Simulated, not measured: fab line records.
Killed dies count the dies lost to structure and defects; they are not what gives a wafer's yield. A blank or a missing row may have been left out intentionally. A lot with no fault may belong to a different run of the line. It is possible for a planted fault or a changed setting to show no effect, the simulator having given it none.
fab line records ; flow ritCmos
[record] lots = 5; wafers = 15; lastDay = 7
route steps=202 shown CONTACT@172 M1@184
lots that met no fault: taken from a fault-free run of the same line
startH: the number of hours between the record's first day and the start of the first shown wafer of the lot ; waitH: how many hours have passed since the lot's step before this one ; " as in the row above ; L1.1+2: several wafers, shown together as one row ; - value missing, or start not given ; * or withheld: withheld ; < > ~ a bound
route shown NAME@n: names a module that has steps shown in the file, with the first one's number in the route ; usual: mean/standard deviation of fault-free wafers ; same: alike in all rows ; chamber/n: place in a boat ; sites: readings site by site ; _std_site: the standard deviation of these ; _edge_site: outer sites' mean less inner sites' ; radiusMm: how far each site lies from the wafer's centre ; mask NAME#n: copy n ; behind: the last tool/chamber to shape the wafer ; hold: the reason the lot was held/the length of the hold in hours/how it ended ; device: transistor that didn't switch, given as n, p or np ; end of line: tests of these same wafers at the route's end ; a step with no rows: only its recipe ; killed: not the wafer's yield, but the dies lost to structure and defects at the first sort ; map: dies across one wafer; x = killed, . = not, _ = none there
set.NAME: setting as actually run; set.NAME@STEP: the setting as run at that earlier step ; model.NAME: the simulator's own value behind a step, which no gauge read
lots at selected steps of the route; one table per step, one row per wafer
services: from which hour (startH, from the record's first day; less than 0 if before it) a tool's chamber was out of use, for how many hours, and why
[[steps]]
[step RIT_CONTACT_SOFTBAKE_04]
[recipe] resist = NOVOLAK; tempC = 90; timeS = 60
[step RIT_CONTACT_EXPOSE_05]
[recipe] maskId = M11; na = 0.6; sourceShape = conventional; sigmaOuter = 0.5; targetCdNm = 1000; doseMj = 250
[step RIT_CONTACT_PEB_06]
[recipe] resist = NOVOLAK; tempC = withheld; timeS = withheld
[step RIT_CONTACT_DEVELOP_07]
[recipe] resist = NOVOLAK; developTimeS = 120; devTempC = 23
[step RIT_CONTACT_CD_MEAS_08]
[recipe] targetCdNm = 1000
[usual] cdNm = 1000.5/2.1
lot.wafer;tool;chamber;startH;waitH;cdNm
L404.2;cdSem-02;-;75.84;-;999.8
L404.4;cdSem-02;-;75.84;-;998.7
L404.5;cdSem-02;-;75.84;-;1001.0
L405.1;cdSem-02;-;81.44;-;1002.6
L405.2;cdSem-02;-;81.44;-;1002.2
L405.3;cdSem-02;-;81.44;-;1003.1
L415.3;cdSem-02;-;134.96;-;1002.4
L415.5;cdSem-02;-;134.96;-;1001.3
L415.6;cdSem-02;-;134.96;-;1001.0
L418.3;cdSem-01;-;147.21;-;1000.2
L418.5;cdSem-01;-;147.21;-;1000.0
L418.6;cdSem-01;-;147.21;-;1001.7
L420.1;cdSem-01;-;157.79;-;997.7
L420.2;cdSem-01;-;157.79;-;998.7
L420.4;cdSem-01;-;157.79;-;997.2
[step RIT_CONTACT_OVL_MEAS_09]
[usual] CONTACT_OVL = 1.2/1.5
lot.wafer;tool;chamber;startH;waitH;CONTACT_OVL[nm]
L404.2;overlay-02;-;75.95;0.1;4.6
L404.4;overlay-02;-;75.95;0.1;3.8
L404.5;overlay-02;-;75.95;0.1;5.3
L405.1;overlay-01;-;81.56;0.1;0.3
L405.2;overlay-01;-;81.56;0.1;-0.1
L405.3;overlay-01;-;81.56;0.1;-0.3
L415.3;overlay-01;-;135.06;0.1;0.7
L415.5;overlay-01;-;135.06;0.1;0.4
L415.6;overlay-01;-;135.06;0.1;0.9
L418.3;overlay-01;-;147.31;0.1;2.0
L418.5;overlay-01;-;147.31;0.1;1.4
L418.6;overlay-01;-;147.31;0.1;1.4
L420.1;overlay-02;-;157.91;0.1;3.5
L420.2;overlay-02;-;157.91;0.1;2.9
L420.4;overlay-02;-;157.91;0.1;1.9
[step RIT_CONTACT_HARDBAKE_10]
[recipe] resist = NOVOLAK; tempC = 140; timeS = 60
[step RIT_CONTACT_ETCH_11]
[recipe] targetDepthA = 4800; overEtchFrac = 0.2; stopOn = TiSi2; chemistry = CHF3/CF4/Ar; target = SiO2; CHF3_flow_sccm = 50; cf4FlowSccm = 10; Ar_flow_sccm = 100; O2_flow_sccm = 5; pressureMtorr = 100; rfW = 200; timeS = 320
[usual] drypumpMotorCurrentA = 5.9/0.63; oesProductAu = 0.992/0.015; throttleValvePct = 8.76/0.097
lot.wafer;tool;chamber;startH;waitH;drypumpMotorCurrentA;oesProductAu;rfHoursCounterH;throttleValvePct
L404.2;rieDiel-03;2;76.13;0.1;6.0;0.998;45;8.80
L404.4;rieDiel-03;0;76.13;0.1;5.8;1.003;-;8.94
L404.5;rieDiel-03;2;76.13;0.1;6.0;1.004;-;8.82
L405.1;rieDiel-01;1;81.75;0.1;5.9;0.990;40;8.77
L405.2;rieDiel-01;3;81.75;0.1;6.5;1.001;146;8.83
L405.3;rieDiel-01;2;81.75;0.1;4.6;0.966;15;8.71
L415.3;rieDiel-02;1;135.23;0.1;6.7;1.002;34;8.80
L415.5;rieDiel-02;1;135.23;0.1;6.7;1.003;-;8.81
L415.6;rieDiel-02;0;135.23;0.1;6.1;0.995;-;8.84
L418.3;rieDiel-02;3;147.48;0.1;4.8;0.984;1;8.65
L418.5;rieDiel-02;0;147.48;0.1;6.1;0.995;-;8.82
L418.6;rieDiel-02;1;147.48;0.1;6.7;1.007;-;8.82
L420.1;rieDiel-01;0;158.10;0.1;6.0;1.012;1;8.63
L420.2;rieDiel-01;3;158.10;0.1;6.6;1.005;148;8.84
L420.4;rieDiel-01;1;158.10;0.1;5.9;0.998;42;8.78
[step RIT_CONTACT_STRIP_12]
[recipe] chemistry = O2; timeS = 180; resist = NOVOLAK; platenTempC = withheld; powerW = 500; pressureMtorr = 4000; o2FlowSccm = 4000
[usual] drypumpMotorCurrentA = 5.8/0.53
lot.wafer;tool;chamber;startH;waitH;drypumpMotorCurrentA;rfHoursCounterH
L404.2;plasmaAsher-02;0;76.32;0.1;6.5;45
L404.4;plasmaAsher-02;1;76.32;0.1;5.1;-
L404.5;plasmaAsher-02;1;76.32;0.1;5.1;-
L405.1;plasmaAsher-02;1;81.94;0.1;5.2;45
L405.2;plasmaAsher-02;0;81.94;0.1;6.6;45
L405.3;plasmaAsher-02;0;81.94;0.1;6.5;-
L415.3;plasmaAsher-03;0;135.48;0.2;6.0;-
L415.5;plasmaAsher-03;1;135.48;0.2;5.2;-
L415.6;plasmaAsher-03;0;135.48;0.2;6.0;-
L418.3;plasmaAsher-01;1;147.73;0.2;6.2;-
L418.5;plasmaAsher-01;1;147.73;0.2;6.1;-
L418.6;plasmaAsher-01;0;147.73;0.2;5.6;-
L420.1;plasmaAsher-02;1;158.29;0.1;5.1;54
L420.2;plasmaAsher-02;0;158.29;0.1;6.5;54
L420.4;plasmaAsher-02;1;158.29;0.1;5.1;-
[step RIT_CONTACT_CD_MEAS_90]
[recipe] targetCdNm = 1000
[usual] cdNm = 1000.5/2
lot.wafer;tool;chamber;startH;waitH;cdNm
L404.2;cdSem-01;-;76.52;0.1;1000.6
L404.4;cdSem-01;-;76.52;0.1;999.2
L404.5;cdSem-01;-;76.52;0.1;1001.1
L405.1;cdSem-01;-;82.12;0.1;1002.5
L405.2;cdSem-01;-;82.12;0.1;1001.6
L405.3;cdSem-01;-;82.12;0.1;1003.2
L415.3;cdSem-02;-;135.64;0.1;1002.0
L415.5;cdSem-02;-;135.64;0.1;1001.0
L415.6;cdSem-02;-;135.64;0.1;1000.8
L418.3;cdSem-02;-;147.89;0.1;1000.5
L418.5;cdSem-02;-;147.89;0.1;1000.1
L418.6;cdSem-02;-;147.89;0.1;1001.3
L420.1;cdSem-02;-;158.47;0.1;997.8
L420.2;cdSem-02;-;158.47;0.1;998.4
L420.4;cdSem-02;-;158.47;0.1;997.3
[step RIT_CONTACT_CLEAN_13]
[recipe] chemistry = SC1; mix = 3:3:50; timeS = 600; tempC = 75
[step RIT_CONTACT_CLEAN_14]
[recipe] chemistry = SC2; mix = 3:3:50; timeS = 600; tempC = 75; dry = n2Spin
[step RIT_M1_SPUTTER_00]
[recipe] material = Al; targetThkNm = 400; powerW = 2000; chamberPressurePa = 0.4; gas = Ar; timeS = 500; substrateTempC = 25
[usual] throttleValvePct = 30.5/0.96
lot.wafer;tool;chamber;startH;waitH;throttleValvePct;model.Al_of_M1_SPUTTER_00.thkNm
L404.2;pvdSputter-03;-;76.98;0.0;31.3;412.2
L404.4;pvdSputter-03;-;76.98;0.0;30.5;408
L404.5;pvdSputter-03;-;76.98;0.0;31.0;411.6
L405.1;pvdSputter-02;-;82.60;0.0;29.2;401.8
L405.2;pvdSputter-02;-;82.60;0.0;30.9;409.7
L405.3;pvdSputter-02;-;82.60;0.0;31.2;403.6
L415.3;pvdSputter-02;-;136.07;0.0;31.9;397.9
L415.5;pvdSputter-02;-;136.07;0.0;30.6;401.7
L415.6;pvdSputter-02;-;136.07;0.0;30.9;719.3
L418.3;pvdSputter-04;-;148.32;0.0;29.4;394.1
L418.5;pvdSputter-04;-;148.32;0.0;31.1;401.8
L418.6;pvdSputter-04;-;148.32;0.0;30.8;400.4
L420.1;pvdSputter-03;-;158.97;0.0;30.1;406.1
L420.2;pvdSputter-03;-;158.97;0.0;31.1;405.5
L420.4;pvdSputter-03;-;158.97;0.0;30.3;406.5
[step RIT_M1_RS_MEAS_01]
[recipe] thkMeasGauge = four-point-probe; reads = Al_of_M1_SPUTTER_00
[usual] M1_AL_RS = 0.0729/0.00084
lot.wafer;tool;chamber;startH;waitH;M1_AL_RS[ohm/sq]
L404.2;filmMetro-03;-;77.30;0.2;0.0711
L404.4;filmMetro-03;-;77.30;0.2;0.0718
L404.5;filmMetro-03;-;77.30;0.2;0.0712
L405.1;filmMetro-04;-;82.90;0.1;0.0731
L405.2;filmMetro-04;-;82.90;0.1;0.0717
L405.3;filmMetro-04;-;82.90;0.1;0.0728
L415.3;filmMetro-03;-;136.40;0.2;0.0737
L415.5;filmMetro-03;-;136.40;0.2;0.0731
L415.6;filmMetro-03;-;136.40;0.2;0.0405
L418.3;filmMetro-01;-;148.65;0.2;0.0746
L418.5;filmMetro-01;-;148.65;0.2;0.0731
L418.6;filmMetro-01;-;148.65;0.2;0.0735
L420.1;filmMetro-01;-;159.26;0.1;0.0723
L420.2;filmMetro-01;-;159.26;0.1;0.0724
L420.4;filmMetro-01;-;159.26;0.1;0.0722
[step RIT_M1_THK_MEAS_02]
[recipe] thkMeasGauge = xrf; reads = Al_of_M1_SPUTTER_00
[usual] M1_AL_THK = 399/5.9
lot.wafer;tool;chamber;startH;waitH;M1_AL_THK[nm]
L404.2;filmMetro-03;-;77.41;0.1;411
L404.4;filmMetro-03;-;77.41;0.1;405
L404.5;filmMetro-03;-;77.41;0.1;409
L405.1;filmMetro-04;-;83.02;0.1;402
L405.2;filmMetro-04;-;83.02;0.1;408
L405.3;filmMetro-04;-;83.02;0.1;405
L415.3;filmMetro-03;-;136.50;0.1;397
L415.5;filmMetro-03;-;136.50;0.1;400
L415.6;filmMetro-03;-;136.50;0.1;717
L418.3;filmMetro-01;-;148.75;0.1;389
L418.5;filmMetro-01;-;148.75;0.1;397
L418.6;filmMetro-01;-;148.75;0.1;395
L420.1;filmMetro-01;-;159.38;0.1;402
L420.2;filmMetro-01;-;159.38;0.1;397
L420.4;filmMetro-01;-;159.38;0.1;400
[step RIT_M1_HMDS_03]
[recipe] primeTimeS = 60; primeTempC = 140
[step RIT_M1_COAT_04]
[recipe] resist = NOVOLAK; spinRpm = 2000; resistThkNm = 1300
[step RIT_M1_SOFTBAKE_05]
[recipe] resist = NOVOLAK; tempC = 90; timeS = 60
[step RIT_M1_EXPOSE_06]
[recipe] maskId = M12; na = 0.6; sourceShape = conventional; sigmaOuter = 0.5; targetCdNm = 2600; doseMj = 250
[step RIT_M1_PEB_07]
[recipe] resist = NOVOLAK; tempC = withheld; timeS = withheld
[step RIT_M1_DEVELOP_08]
[recipe] resist = NOVOLAK; developTimeS = 68; devTempC = 23
[step RIT_M1_CD_MEAS_09]
[recipe] targetCdNm = 2600
[usual] cdNm = 2600.0/2.1
lot.wafer;tool;chamber;startH;waitH;cdNm
L404.2;cdSem-02;-;78.61;-;2603.0
L404.4;cdSem-02;-;78.61;-;2601.8
L404.5;cdSem-02;-;78.61;-;2602.5
L405.1;cdSem-02;-;83.96;-;2598.0
L405.2;cdSem-02;-;83.96;-;2599.0
L405.3;cdSem-02;-;83.96;-;2599.1
L415.3;cdSem-02;-;137.59;-;2599.6
L415.5;cdSem-02;-;137.59;-;2599.9
L415.6;cdSem-02;-;137.59;-;2600.8
L418.3;cdSem-01;-;149.84;-;2596.7
L418.5;cdSem-01;-;149.84;-;2597.9
L418.6;cdSem-01;-;149.84;-;2595.9
L420.1;cdSem-01;-;160.32;-;2598.1
L420.2;cdSem-01;-;160.32;-;2598.1
L420.4;cdSem-01;-;160.32;-;2597.7
[step RIT_M1_OVL_MEAS_10]
[usual] M1_OVL = 1.0/1.2
lot.wafer;tool;chamber;startH;waitH;M1_OVL[nm]
L404.2;overlay-02;-;78.71;0.1;1.3
L404.4;overlay-02;-;78.71;0.1;0.0
L404.5;overlay-02;-;78.71;0.1;1.0
L405.1;overlay-02;-;84.08;0.1;1.8
L405.2;overlay-02;-;84.08;0.1;2.2
L405.3;overlay-02;-;84.08;0.1;0.2
L415.3;overlay-02;-;137.68;0.1;1.8
L415.5;overlay-02;-;137.68;0.1;1.5
L415.6;overlay-02;-;137.68;0.1;2.9
L418.3;overlay-02;-;149.93;0.1;2.4
L418.5;overlay-02;-;149.93;0.1;0.9
L418.6;overlay-02;-;149.93;0.1;1.1
L420.1;overlay-01;-;160.44;0.1;0.9
L420.2;overlay-01;-;160.44;0.1;0.5
L420.4;overlay-01;-;160.44;0.1;0.3
[step RIT_M1_HARDBAKE_11]
[recipe] resist = NOVOLAK; tempC = 140; timeS = 120
[step RIT_M1_METAL_ETCH_12]
[recipe] stopOn = SiO2; chemistry = Cl2/BCl3; target = Al; timeS = 165; overEtchFrac = 0.5; pressureMtorr = 100; targetDepthA = 6000; rfW = 250; Cl2_flow_sccm = 60; bcl3FlowSccm = 50
[usual] drypumpMotorCurrentA = 5.8/0.49; oesProductAu = 0.779/0.012; throttleValvePct = 8.31/0.1
lot.wafer;tool;chamber;startH;waitH;drypumpMotorCurrentA;oesProductAu;rfHoursCounterH;throttleValvePct
L404.2;rieMetal-04;0;78.99;0.2;6.1;0.791;34;8.45
L404.4;rieMetal-04;0;78.99;0.2;6.1;0.791;-;8.46
L404.5;rieMetal-04;0;78.99;0.2;6.2;0.801;-;8.47
L405.1;rieMetal-02;1;84.36;0.2;5.7;0.782;1;8.17
L405.2;rieMetal-02;0;84.36;0.2;5.8;0.777;1;8.42
L405.3;rieMetal-02;0;84.36;0.2;5.8;0.774;-;8.43
L415.3;rieMetal-01;1;138.28;0.2;4.9;0.783;-;8.29
L415.5;rieMetal-01;1;138.28;0.2;4.9;0.790;-;8.30
L415.6;rieMetal-01;0;138.28;0.2;6.0;0.986;-;8.28
L418.3;rieMetal-02;0;150.26;0.2;5.8;0.755;-;8.44
L418.5;rieMetal-02;1;150.26;0.2;5.7;0.792;-;8.17
L418.6;rieMetal-02;0;150.26;0.2;5.8;0.764;-;8.42
L420.1;rieMetal-04;0;160.73;0.2;6.2;0.789;0;8.46
L420.2;rieMetal-04;1;160.73;0.2;6.5;0.780;0;8.21
L420.4;rieMetal-04;1;160.73;0.2;6.5;0.779;-;8.21
[step RIT_M1_STRIP_13]
[recipe] chemistry = nmp; resist = NOVOLAK; tempC = 80; timeS = 600; dry = n2Spin
[step RIT_M1_PROBE_99]
[usual] defectLimitedYield = 97.5/1.1; killed_at_M0_to_M3 = 0/0; killedAtFrontEnd = 7/3; killedDies = 7/3; killedOnRim = 1.8/1.5; killedOpen = 3.3/1.8; killedShort = 3.3/2.2; sort_bin_3_pad_short = 0.1/0.23; sort_bin_5_function = 1.5/0.83; sort_bin_6_memory = 0.9/0.6; sortNPass = 257/3; sortYieldPct = 97.5/1.1
[same] grossDies = 264; killed_at_M4_up = 0; killedAtBackSide = 0; killedAtContacts = 0; killedAtOther = 0
lot.wafer;tool;chamber;startH;waitH;defectLimitedYield[%];killed_at_M0_to_M3;killedAtFrontEnd;killedDies;killedOnRim;killedOpen;killedShort;sort_bin_3_pad_short[%];sort_bin_5_function[%];sort_bin_6_memory[%];sortNPass;sortYieldPct[%];model.etest.tester.sortNPass;model.etest.tester.sort_bin_5_pct;model.etest.tester.sortYieldPct;model.etest.contactToGate.short;model.etest.diodeNplusComb.short;model.etest.isoNwellNwell.short;model.etest.pldd.short;model.etest.pmos_0p3.overLimit
L404.2;prober-01;-;81.30;0.1;99.2;0;2;2;1;1;1;0;0.4;0.4;262;99.2;262;0.3788;99.24;0;0;0;0;0
L404.4;prober-01;-;81.40;0.2;97.0;0;8;8;2;4;4;0.4;1.5;1.1;256;97.0;256;1.515;96.97;0;0;0;0;0
L404.5;prober-01;-;81.45;0.2;97.3;0;7;7;3;4;3;0;2.3;0.4;257;97.3;257;2.273;97.35;0;0;0;0;0
L405.1;prober-02;-;86.62;0.1;97.0;0;8;8;0;6;2;0;1.9;1.1;256;97.0;256;1.894;96.97;0;0;0;0;0
L405.2;prober-02;-;86.67;0.1;96.6;0;9;9;1;5;4;0.4;1.9;1.1;255;96.6;255;1.894;96.59;0;0;0;0;0
L405.3;prober-02;-;86.72;0.2;95.8;0;11;11;4;3;8;0.4;2.7;1.1;253;95.8;253;2.652;95.83;0;0;0;0;0
L415.3;prober-01;-;140.58;0.2;98.9;0;3;3;0;2;1;0;0.8;0.4;261;98.9;261;0.7576;98.86;0;0;0;0;0
L415.5;prober-01;-;140.68;0.2;98.1;0;5;5;0;4;1;0;1.1;0.8;259;98.1;259;1.136;98.11;0;0;0;0;0
L415.6;prober-01;-;140.73;0.2;0;261;3;264;70;2;1;0;99.2;0.8;0;0;0;99.24;0;1;1;1;1;1
L418.3;prober-02;-;152.56;0.2;95.1;0;13;13;5;8;5;0;3.4;1.5;251;95.1;251;3.409;95.08;0;0;0;0;0
L418.5;prober-02;-;152.66;0.2;96.6;0;9;9;5;3;6;0;1.1;2.3;255;96.6;255;1.136;96.59;0;0;0;0;0
L418.6;prober-02;-;152.71;0.2;97.7;0;6;6;2;2;4;0;2.3;0;258;97.7;258;2.273;97.73;0;0;0;0;0
L420.1;prober-02;-;163.00;0.1;95.8;0;11;11;3;5;6;0;2.7;1.5;253;95.8;253;2.652;95.83;0;0;0;0;0
L420.2;prober-02;-;163.05;0.1;97.7;0;6;6;1;1;5;0.4;0.8;1.1;258;97.7;258;0.7576;97.73;0;0;0;0;0
L420.4;prober-02;-;163.15;0.2;94.7;0;14;14;4;6;8;0.4;2.7;2.3;250;94.7;250;2.652;94.7;0;0;0;0;0
// killed by level:class
L404.2 GATE:geometricParticle:open=1 REOX:geometricParticle:short=1
L404.4 FOX1:geometricParticle:short=2 GATE:geometricParticle:open=2 FOX2:geometricParticle:short=1 GATE:geometricParticle:short=1 REOX:geometricParticle:open=1 SPACER:geometricParticle:open=1
L404.5 REOX:geometricParticle:open=2 FOX1:geometricParticle:open=1 GATE:geometricParticle:short=1 REOX:geometricParticle:short=1 SPACER:geometricParticle:short=1 SPACER:geometricParticle:open=1
L405.1 SPACER:geometricParticle:open=3 GATE:geometricParticle:open=2 SPACER:geometricParticle:short=2 SILICIDE:geometricParticle:open=1
L405.2 FOX2:geometricParticle:open=3 FOX2:geometricParticle:short=2 GATE:geometricParticle:open=1 GATE:geometricParticle:short=1 REOX:geometricParticle:short=1 SILICIDE:geometricParticle:open=1
L405.3 GATE:geometricParticle:short=4 REOX:geometricParticle:open=2 SILICIDE:geometricParticle:short=2 FOX2:geometricParticle:short=1 GATE:geometricParticle:open=1 REOX:geometricParticle:short=1
L415.3 GATE:geometricParticle:open=1 REOX:geometricParticle:open=1 SPACER:geometricParticle:short=1
L415.5 REOX:geometricParticle:open=3 FOX2:geometricParticle:open=1 GATE:geometricParticle:short=1
L415.6 M1:areaEtch=261 GATE:geometricParticle:open=2 REOX:geometricParticle:short=1
L418.3 GATE:geometricParticle:open=3 GATE:geometricParticle:short=2 SPACER:geometricParticle:short=2 SPACER:geometricParticle:open=2 SILICIDE:geometricParticle:open=2 FOX1:geometricParticle:open=1 FOX1:geometricParticle:short=1
L418.5 GATE:geometricParticle:short=3 FOX2:geometricParticle:short=2 GATE:geometricParticle:open=2 SPACER:geometricParticle:open=1 SPACER:geometricParticle:short=1
L418.6 FOX1:geometricParticle:short=2 FOX2:geometricParticle:short=1 GATE:geometricParticle:open=1 SILICIDE:geometricParticle:open=1 SILICIDE:geometricParticle:short=1
L420.1 FOX2:geometricParticle:open=3 FOX1:geometricParticle:short=2 REOX:geometricParticle:short=2 GATE:geometricParticle:short=1 GATE:geometricParticle:open=1 REOX:geometricParticle:open=1 SPACER:geometricParticle:short=1
L420.2 FOX2:geometricParticle:short=2 FOX1:geometricParticle:open=1 GATE:geometricParticle:short=1 REOX:geometricParticle:short=1 SPACER:geometricParticle:short=1
L420.4 FOX1:geometricParticle:short=4 GATE:geometricParticle:open=2 SILICIDE:geometricParticle:open=2 GATE:geometricParticle:short=1 REOX:geometricParticle:short=1 REOX:geometricParticle:open=1 SPACER:geometricParticle:short=1 SPACER:geometricParticle:open=1
// map L415.6 (x killed, . not)
________xxxxxxx_______
_____xxxxxxxxxxxxx____
____xxxxxxxxxxxxxxx___
___xxxxxxxxxxxxxxxxx__
__xxxxxxxxxxxxxxxxxxx_
__xxxxxxxxxxxxxxxxxxx_
_xxxxxxxxxxxxxxxxxxxxx
_xxxxxxxxxxxxxxxxxxxxx
_xxxxxxxxxxxxxxxxxxxxx
_xxxxxxxxxxxxxxxxxxxxx
__xxxxxxxxxxxxxxxxxxx_
__xxxxxxxxxxxxxxxxxxx_
___xxxxxxxxxxxxxxxxx__
____xxxxxxxxxxxxxxx___
_____xxxxxxxxxxxxx____
________xxxxxxx_______
// map L405.3 (x killed, . not)
________.x....._______
_____........x....____
____...............___
___.................__
__..................._
__.......xx.........._
_.............x.....x.
_.....................
_....................x
_..xx.................
__..................._
__..................._
___.................__
____..x............___
_____.........x...____
________......._______
[[services]]
tool;chamber;startH;hours;kind
rieDiel-03;1;52.89;18.1;repair
rieDiel-02;3;68.64;-;clean
rieDiel-02;3;68.64;20.6;scheduledDown
rieDiel-02;3;68.64;20.6;ventCycle
rieMetal-02;-;82.77;1.4;pm
rieDiel-03;0;85.92;16.2;repair
rieMetal-02;-;87.37;15.6;pm
rieDiel-01;0;87.76;5.4;repair
rieDiel-01;0;93.16;-;clean
rieDiel-01;0;93.16;12.9;scheduledDown
rieDiel-01;0;93.16;12.9;ventCycle
rieMetal-04;-;109.57;0.1;repair
rieDiel-02;0;119.41;8.8;repair
rieMetal-01;-;133.48;1.4;pm
rieMetal-04;-;136.12;20.0;pm
rieMetal-04;0;136.12;20.0;ventCycle
rieMetal-04;1;136.12;20.0;ventCycle
pvdSputter-02;-;138.72;1.9;repair
pvdSputter-04;-;151.10;10.1;repair
rieMetal-04;0;156.12;-;clean
rieMetal-04;1;156.12;-;clean
rieDiel-01;3;159.62;-;clean
rieDiel-01;3;159.62;24.0;scheduledDown
rieDiel-01;3;159.62;24.0;ventCycle
[[key]]
[firstSign] step = RIT_M1_RS_MEAS_01; reading = M1_AL_RS; direction = down; sigmas = 39; usual = 0.0729; struck = 0.0405
[effect] step = RIT_M1_THK_MEAS_02; reading = M1_AL_THK; direction = up; sigmas = 54; usual = 399; struck = 717
[effect] step = RIT_M1_METAL_ETCH_12; reading = oesProductAu; direction = up; sigmas = 18; usual = 0.779; struck = 0.986
[effect] step = RIT_M1_PROBE_99; reading = killed_at_M0_to_M3; direction = up; sigmas = 99+; usual = 0; struck = 261
[modelEffect] step = RIT_M1_SPUTTER_00; value = Al_of_M1_SPUTTER_00.thkNm; without = 396.5; struck = 719.3
[modelEffect] step = RIT_M1_PROBE_99; value = etest.tester.sortNPass; without = 261; struck = 0
[moreKillsBornAt] RIT_M1_METAL_ETCH_12@rieMetal-01 = 261
metAt RIT_M1_SPUTTER_00
struckWafers L415.6
laterRowsLeftOut L415.6
onsetBetween 82.60 136.07
[fault] kind = processParameterDrift; tool = pvdSputter-02; chamber = -; onsetH = 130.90; steps = RIT_M1_SPUTTER_00; channel = targetThkNm; offset = 322.75; shape = step; endH = 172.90; stated = 400; scope = struckWafersOnly
// laterRowsLeftOut: the simulator's readings of these wafers behind a module that went badly wrong aren't trusted and aren't shown, but for the sort
